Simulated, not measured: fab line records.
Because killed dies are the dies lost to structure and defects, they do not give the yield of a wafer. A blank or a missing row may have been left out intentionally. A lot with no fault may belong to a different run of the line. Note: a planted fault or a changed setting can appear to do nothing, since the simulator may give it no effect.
A lot that was struck, set against a sound lot | flow berkeleyCmos170 | 16 steps out of a route of 331
Sound: wafers L507.1, L507.2, L507.4. The struck wafers were L520.1, L520.2, L520.6. At the end, the cause is stated.
Per side, at each step with rows, come the tool, then ch with its chambers, and then its first start. Under that, the readings that differ: sound wafers | struck wafers | difference of the means | sigmas: that difference in standard deviations of wafers without a fault.
alike: same words and numbers on both sides, and readings whose means sit less than 2 such deviations apart. not compared: any withheld reading, any reading some wafer has no value for, any bound like >300 that may hide the same value, and any number with overlapping values for which the record gives no deviation.
A row with sigmas, a row that says differs or no value, or rows on one side alone: a step with any of these is where the two part. Numbers that don't overlap but have no deviation are shown without sigmas and don't part them. A reading missing from all wafers of one side parts the sides only when that side holds two or more wafers.

UCB170_ACTIVE_OVL_MEAS_14:
  sound on overlay-01, day 5 16:49; struck on overlay-01, day 8 18:52
  alike: ACTIVE_OVL
UCB170_ACTIVE_ETCH_15: etches Si3N4 in CH3F/Ar/O2, stops on SiO2, target depth 242 nm, time 151 s.
  sound on rieDiel-02 ch 1,2,3, day 5 16:51; struck on rieDiel-04 ch 0,2, day 8 18:54
  alike: drypumpMotorCurrentA, oesProductAu, throttleValvePct
  not compared: rfHoursCounterH
UCB170_ACTIVE_STRIP_16: strips in O2.
  sound on plasmaAsher-03 ch 0,1, day 5 16:57; struck on plasmaAsher-02 ch 0,1, day 8 19:00
  alike: drypumpMotorCurrentA, oesProductAu, stripTimeToEndpointS
  not compared: rfHoursCounterH
UCB170_ACTIVE_CD_MEAS_90: the cd target is 1200 nm.
  sound on cdSem-01, day 5 17:03; struck on cdSem-01, day 8 19:19
  alike: cdNm
then, 7 steps without rows for these wafers: UCB170_ACTIVE_CLEAN_17 (cleans in SPM, time 600 s); UCB170_PFIELD_HMDS_00 (prime time 60 s); UCB170_PFIELD_COAT_01 (resist thk 900 nm); UCB170_PFIELD_SOFTBAKE_02 (time 60 s); UCB170_PFIELD_EXPOSE_03 (exposes mask PFIELD, target cd 1500 nm); UCB170_PFIELD_PEB_04; UCB170_PFIELD_DEVELOP_05 (develop time 45 s).
UCB170_PFIELD_OVL_MEAS_06:
  sound on overlay-01, day 5 18:11; struck on overlay-01, day 8 21:05
  alike: PFIELD_OVL
UCB170_PFIELD_IMPLANT_07:
  sound on implanter-01 ch 0, day 5 18:13; struck on implanter-01 ch 0, day 8 21:27
UCB170_PFIELD_STRIP_08: strips in O2.
  sound on plasmaAsher-02 ch 0,1, day 5 18:22; struck on plasmaAsher-03 ch 0,1, day 8 21:36
  alike: drypumpMotorCurrentA, oesProductAu, stripTimeToEndpointS
  not compared: rfHoursCounterH
UCB170_PFIELD_TW_MEAS_09:
  sound on filmMetro-02, day 5 18:28; struck on filmMetro-02, day 8 21:55
reading   | sound       | struck      | difference | sigmas
PFIELD_TW | 599 598 598 | 743 744 744 | +145       | +28
then, 1 step without rows for these wafers: UCB170_FIELD_CLEAN_00 (cleans in dHF, time 7.5 s).

WHERE THEY PART
At UCB170_PFIELD_TW_MEAS_09 and nowhere else, as far as this record goes.

WHY: whatever the simulator had introduced
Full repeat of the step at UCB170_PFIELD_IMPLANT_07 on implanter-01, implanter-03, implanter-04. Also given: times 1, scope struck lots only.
